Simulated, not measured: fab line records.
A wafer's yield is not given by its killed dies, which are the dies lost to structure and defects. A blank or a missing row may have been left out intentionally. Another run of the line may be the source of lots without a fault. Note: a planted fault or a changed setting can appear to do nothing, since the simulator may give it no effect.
Which tool was responsible? / flow berkeley-cmos170 / 14 lots with 42 wafers sampled at 4 steps, on a route of 331 steps

## WHAT THE GAUGES SHOWED, per wafer
UCB170_SILICIDE_RS_MEAS_02: a four-point-probe measurement. Usual: for SILICIDE_TI_RS the level is 26.0 ohm/sq and the standard deviation is 0.31.
lot=L445; measured=day 7 01:01; on=film-metro-04; SILICIDE_TI_RS (ohm/sq)=26.3 25.7 26.0; flag=
lot=L447; measured=day 7 16:43; on=film-metro-03; SILICIDE_TI_RS (ohm/sq)=26.1 26.2 25.9; flag=
lot=L448; measured=day 7 16:52; on=film-metro-01; SILICIDE_TI_RS (ohm/sq)=25.9 26.0 25.9; flag=
lot=L451; measured=day 8 00:31; on=film-metro-01; SILICIDE_TI_RS (ohm/sq)=26.1 26.1 25.8; flag=
lot=L453; measured=day 8 01:55; on=film-metro-03; SILICIDE_TI_RS (ohm/sq)=25.9 25.6 25.6; flag=
lot=L452; measured=day 8 02:04; on=film-metro-01; SILICIDE_TI_RS (ohm/sq)=26.0 26.4 26.1; flag=
lot=L454; measured=day 9 03:19; on=film-metro-03; SILICIDE_TI_RS (ohm/sq)=26.2 26.2 26.3; flag=
lot=L456; measured=day 9 03:28; on=film-metro-04; SILICIDE_TI_RS (ohm/sq)=26.0 26.2 26.1; flag=
lot=L457; measured=day 9 10:10; on=film-metro-04; SILICIDE_TI_RS (ohm/sq)=26.2 26.0 26.3; flag=
lot=L458; measured=day 9 10:22; on=film-metro-03; SILICIDE_TI_RS (ohm/sq)=26.0 25.7 26.1; flag=
lot=L460; measured=day 10 04:59; on=film-metro-03; SILICIDE_TI_RS (ohm/sq)=25.8 25.6 25.9; flag=
lot=L461; measured=day 10 05:22; on=film-metro-03; SILICIDE_TI_RS (ohm/sq)=26.0 25.9 25.9; flag=
lot=L465; measured=day 11 06:04; on=film-metro-01; SILICIDE_TI_RS (ohm/sq)=26.0 25.9 25.9; flag=
lot=L468; measured=day 11 17:28; on=film-metro-03; SILICIDE_TI_RS (ohm/sq)=25.6 26.3 26.1; flag=

UCB170_V1_CD_MEAS_12: target cd 700 nm. Usual: 699.6 nm for cd-nm, sd 1.5.
lot=L445; measured=day 7 14:58; on=cd-sem-02; cd-nm (nm)=697.3 700.4 699.4; flag=
lot=L447; measured=day 8 09:15; on=cd-sem-01; cd-nm (nm)=700.9 699.8 700.1; flag=
lot=L448; measured=day 8 09:26; on=cd-sem-01; cd-nm (nm)=700.7 700.8 699.4; flag=
lot=L451; measured=day 8 16:43; on=cd-sem-01; cd-nm (nm)=698.9 700.5 699.7; flag=
lot=L453; measured=day 8 16:26; on=cd-sem-01; cd-nm (nm)=700.5 700.6 700.6; flag=
lot=L452; measured=day 8 16:31; on=cd-sem-01; cd-nm (nm)=699.3 700.3 699.2; flag=
lot=L454; measured=day 9 18:25; on=cd-sem-01; cd-nm (nm)=698.6 697.9 697.5; flag=
lot=L456; measured=day 9 18:08; on=cd-sem-01; cd-nm (nm)=699.5 699.6 700.1; flag=
lot=L457; measured=day 10 06:52; on=cd-sem-02; cd-nm (nm)=700.4 698.6 698.9; flag=
lot=L458; measured=day 10 06:35; on=cd-sem-02; cd-nm (nm)=698.3 696.6 697.6; flag=
lot=L460; measured=day 10 19:24; on=cd-sem-02; cd-nm (nm)=700.9 700.6 700.8; flag=
lot=L461; measured=day 10 22:43; on=cd-sem-02; cd-nm (nm)=700.8 701.5 700.9; flag=
lot=L465; measured=day 12 00:05; on=cd-sem-01; cd-nm (nm)=698.3 698.0 699.2; flag=
lot=L468; measured=day 12 10:41; on=cd-sem-01; cd-nm (nm)=701.7 700.4 701.1; flag=

## WHICH TOOL RAN EACH LOT (tool, then ch and the chambers of the sampled wafers, then the start)
lot=L445; UCB170_CONTACT_STRIP_19=plasma-asher-02 ch 0,1, day 7 06:40; UCB170_M1_METAL_ETCH_12=rie-metal-01 ch 0, day 7 10:09
lot=L447; UCB170_CONTACT_STRIP_19=plasma-asher-01 ch 0,1, day 7 22:07; UCB170_M1_METAL_ETCH_12=rie-metal-01 ch 0,1, day 8 00:14
lot=L448; UCB170_CONTACT_STRIP_19=plasma-asher-01 ch 0,1, day 8 01:17; UCB170_M1_METAL_ETCH_12=rie-metal-04 ch 0,1, day 8 02:59
lot=L451; UCB170_CONTACT_STRIP_19=plasma-asher-02 ch 0,1, day 8 07:28; UCB170_M1_METAL_ETCH_12=rie-metal-01 ch 0,1, day 8 09:24
lot=L453; UCB170_CONTACT_STRIP_19=plasma-asher-01 ch 0,1, day 8 06:36; UCB170_M1_METAL_ETCH_12=rie-metal-03 ch 0,1, day 8 08:18
lot=L452; UCB170_CONTACT_STRIP_19=plasma-asher-02 ch 0,1, day 8 06:49; UCB170_M1_METAL_ETCH_12=rie-metal-01 ch 0,1, day 8 08:38
lot=L454; UCB170_CONTACT_STRIP_19=plasma-asher-03 ch 1, day 9 08:29; UCB170_M1_METAL_ETCH_12=rie-metal-03 ch 0,1, day 9 10:19
lot=L456; UCB170_CONTACT_STRIP_19=plasma-asher-01 ch 0,1, day 9 08:46; UCB170_M1_METAL_ETCH_12=rie-metal-04 ch 0,1, day 9 10:35
lot=L457; UCB170_CONTACT_STRIP_19=plasma-asher-01 ch 0,1, day 9 15:01; UCB170_M1_METAL_ETCH_12=rie-metal-03 ch 0,1, day 9 19:14
lot=L458; UCB170_CONTACT_STRIP_19=plasma-asher-03 ch 0,1, day 9 18:58; UCB170_M1_METAL_ETCH_12=rie-metal-04 ch 0,1, day 9 20:41
lot=L460; UCB170_CONTACT_STRIP_19=plasma-asher-02 ch 0,1, day 10 09:19; UCB170_M1_METAL_ETCH_12=rie-metal-04 ch 0,1, day 10 14:35
lot=L461; UCB170_CONTACT_STRIP_19=plasma-asher-02 ch 0,1, day 10 14:10; UCB170_M1_METAL_ETCH_12=rie-metal-03 ch 0,1, day 10 16:26
lot=L465; UCB170_CONTACT_STRIP_19=plasma-asher-02 ch 0,1, day 11 10:27; UCB170_M1_METAL_ETCH_12=rie-metal-04 ch 0,1, day 11 13:16
lot=L468; UCB170_CONTACT_STRIP_19=plasma-asher-02 ch 1, day 12 00:52; UCB170_M1_METAL_ETCH_12=rie-metal-03 ch 0,1, day 12 03:29
- UCB170_CONTACT_STRIP_19: strips in O2.
- UCB170_M1_METAL_ETCH_12: etches Al in Cl2/BCl3, stops on PSG, target depth 780 nm, time 130 s.

## WHAT THE TOOLS THEMSELVES READ (means of the sampled wafers that have a number; where no wafer has one, the mark that the record gives instead)
UCB170_CONTACT_STRIP_19. Usual: drypump-motor-current-A 5.8 A, standard deviation 0.4; oes-product-au 0.725 a.u., standard deviation 0.0043.
lot=L445; tool=plasma-asher-02; drypump-motor-current-A (A)=5.9; oes-product-au (a.u.)=0.722; flag=
lot=L447; tool=plasma-asher-01; drypump-motor-current-A (A)=6.2; oes-product-au (a.u.)=0.727; flag=
lot=L448; tool=plasma-asher-01; drypump-motor-current-A (A)=6.2; oes-product-au (a.u.)=0.722; flag=
lot=L451; tool=plasma-asher-02; drypump-motor-current-A (A)=5.8; oes-product-au (a.u.)=0.724; flag=
lot=L453; tool=plasma-asher-01; drypump-motor-current-A (A)=6.2; oes-product-au (a.u.)=0.725; flag=
lot=L452; tool=plasma-asher-02; drypump-motor-current-A (A)=5.8; oes-product-au (a.u.)=0.724; flag=
lot=L454; tool=plasma-asher-03; drypump-motor-current-A (A)=5.4; oes-product-au (a.u.)=0.723; flag=
lot=L456; tool=plasma-asher-01; drypump-motor-current-A (A)=6.2; oes-product-au (a.u.)=0.725; flag=
lot=L457; tool=plasma-asher-01; drypump-motor-current-A (A)=6.2; oes-product-au (a.u.)=0.724; flag=
lot=L458; tool=plasma-asher-03; drypump-motor-current-A (A)=5.4; oes-product-au (a.u.)=0.723; flag=
lot=L460; tool=plasma-asher-02; drypump-motor-current-A (A)=5.9; oes-product-au (a.u.)=0.726; flag=
lot=L461; tool=plasma-asher-02; drypump-motor-current-A (A)=5.9; oes-product-au (a.u.)=0.726; flag=
lot=L465; tool=plasma-asher-02; drypump-motor-current-A (A)=5.9; oes-product-au (a.u.)=0.725; flag=
lot=L468; tool=plasma-asher-02; drypump-motor-current-A (A)=6.1; oes-product-au (a.u.)=0.725; flag=

UCB170_M1_METAL_ETCH_12. Usual: bias-w 120.0 W, standard deviation 0.36; drypump-motor-current-A 5.8 A, standard deviation 0.54; mfc-cl2-sccm 90.05 sccm, standard deviation 0.25; oes-product-au 0.859 a.u., standard deviation 0.021; rf-fwd-power-W 597.5 W, standard deviation 2.2; throttle-valve-pct 24.41 %, standard deviation 0.15.
lot=L445; tool=rie-metal-01; bias-w (W)=119.8; drypump-motor-current-A (A)=5.4; mfc-cl2-sccm (sccm)=90.08; oes-product-au (a.u.)=0.822; rf-fwd-power-W (W)=597.9; throttle-valve-pct (%)=24.24; flag=
lot=L447; tool=rie-metal-01; bias-w (W)=120.1; drypump-motor-current-A (A)=5.3; mfc-cl2-sccm (sccm)=90.12; oes-product-au (a.u.)=0.868; rf-fwd-power-W (W)=597.4; throttle-valve-pct (%)=24.47; flag=
lot=L448; tool=rie-metal-04; bias-w (W)=119.5; drypump-motor-current-A (A)=6.4; mfc-cl2-sccm (sccm)=90.01; oes-product-au (a.u.)=0.861; rf-fwd-power-W (W)=596.1; throttle-valve-pct (%)=24.31; flag=
lot=L451; tool=rie-metal-01; bias-w (W)=123.5; drypump-motor-current-A (A)=5.3; mfc-cl2-sccm (sccm)=89.95; oes-product-au (a.u.)=0.845; rf-fwd-power-W (W)=595.2; throttle-valve-pct (%)=24.34; flag=OFF
lot=L453; tool=rie-metal-03; bias-w (W)=119.8; drypump-motor-current-A (A)=5.8; mfc-cl2-sccm (sccm)=90.32; oes-product-au (a.u.)=0.858; rf-fwd-power-W (W)=597.9; throttle-valve-pct (%)=24.45; flag=
lot=L452; tool=rie-metal-01; bias-w (W)=123.3; drypump-motor-current-A (A)=5.3; mfc-cl2-sccm (sccm)=90.17; oes-product-au (a.u.)=0.841; rf-fwd-power-W (W)=595.2; throttle-valve-pct (%)=24.36; flag=OFF
lot=L454; tool=rie-metal-03; bias-w (W)=120.3; drypump-motor-current-A (A)=6.1; mfc-cl2-sccm (sccm)=90.09; oes-product-au (a.u.)=0.868; rf-fwd-power-W (W)=598.0; throttle-valve-pct (%)=24.52; flag=
lot=L456; tool=rie-metal-04; bias-w (W)=119.9; drypump-motor-current-A (A)=6.4; mfc-cl2-sccm (sccm)=89.80; oes-product-au (a.u.)=0.858; rf-fwd-power-W (W)=596.8; throttle-valve-pct (%)=24.31; flag=
lot=L457; tool=rie-metal-03; bias-w (W)=120.2; drypump-motor-current-A (A)=5.8; mfc-cl2-sccm (sccm)=90.45; oes-product-au (a.u.)=0.865; rf-fwd-power-W (W)=598.7; throttle-valve-pct (%)=24.43; flag=
lot=L458; tool=rie-metal-04; bias-w (W)=120.2; drypump-motor-current-A (A)=6.4; mfc-cl2-sccm (sccm)=89.97; oes-product-au (a.u.)=0.871; rf-fwd-power-W (W)=597.1; throttle-valve-pct (%)=24.29; flag=
lot=L460; tool=rie-metal-04; bias-w (W)=120.2; drypump-motor-current-A (A)=6.3; mfc-cl2-sccm (sccm)=89.97; oes-product-au (a.u.)=0.850; rf-fwd-power-W (W)=598.2; throttle-valve-pct (%)=24.34; flag=
lot=L461; tool=rie-metal-03; bias-w (W)=120.1; drypump-motor-current-A (A)=6.1; mfc-cl2-sccm (sccm)=90.11; oes-product-au (a.u.)=0.859; rf-fwd-power-W (W)=596.6; throttle-valve-pct (%)=24.52; flag=
lot=L465; tool=rie-metal-04; bias-w (W)=120.3; drypump-motor-current-A (A)=6.4; mfc-cl2-sccm (sccm)=90.13; oes-product-au (a.u.)=0.852; rf-fwd-power-W (W)=596.1; throttle-valve-pct (%)=24.34; flag=
lot=L468; tool=rie-metal-03; bias-w (W)=119.9; drypump-motor-current-A (A)=5.7; mfc-cl2-sccm (sccm)=90.03; oes-product-au (a.u.)=0.856; rf-fwd-power-W (W)=597.9; throttle-valve-pct (%)=24.44; flag=

## THE ANSWER, worked out from the rows above alone
Rule: a lot is off if the mean of its wafers that have a number lies more than 3 standard deviations from the usual mean. Also off: a lot with no number at a reading for which 4 or more lots have one. Any other lot the step has rows for is counted as sound. After the gauges, taken in route order, come the tools' own readings; for these a lot's mean is taken, as printed above. The first step at which some lot is off is used, and at that step the reading that is off furthest; a lot without a number counts as furthest.
Off, at UCB170_M1_METAL_ETCH_12 on bias-w: L451, L452.
A tool fits if, at that step or a process step before it, it ran every lot that is off, and no sound lot after the first of them. One fits: UCB170_M1_METAL_ETCH_12 on rie-metal-01. A fault onset in the window from L447 (day 8 00:14, its last sound lot) to L452 (day 8 08:38, its first lot off) fits.
On the lots that are off, the tool's own readings at UCB170_M1_METAL_ETCH_12 differ by more than 5 times the standard deviation of the sound lots' means, which bears it out; bias-w reads 123.4 W there versus 120.0 W on the sound lots.

## WHAT HAD BEEN PUT IN BY THE SIMULATOR
Process parameters drifting: rie-metal-01 at UCB170_M1_METAL_ETCH_12, beginning at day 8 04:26. From 120, the setting bias-w moved by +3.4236. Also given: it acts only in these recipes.
Struck lots among those shown: L451, L452. The rule given above showed the same thing.
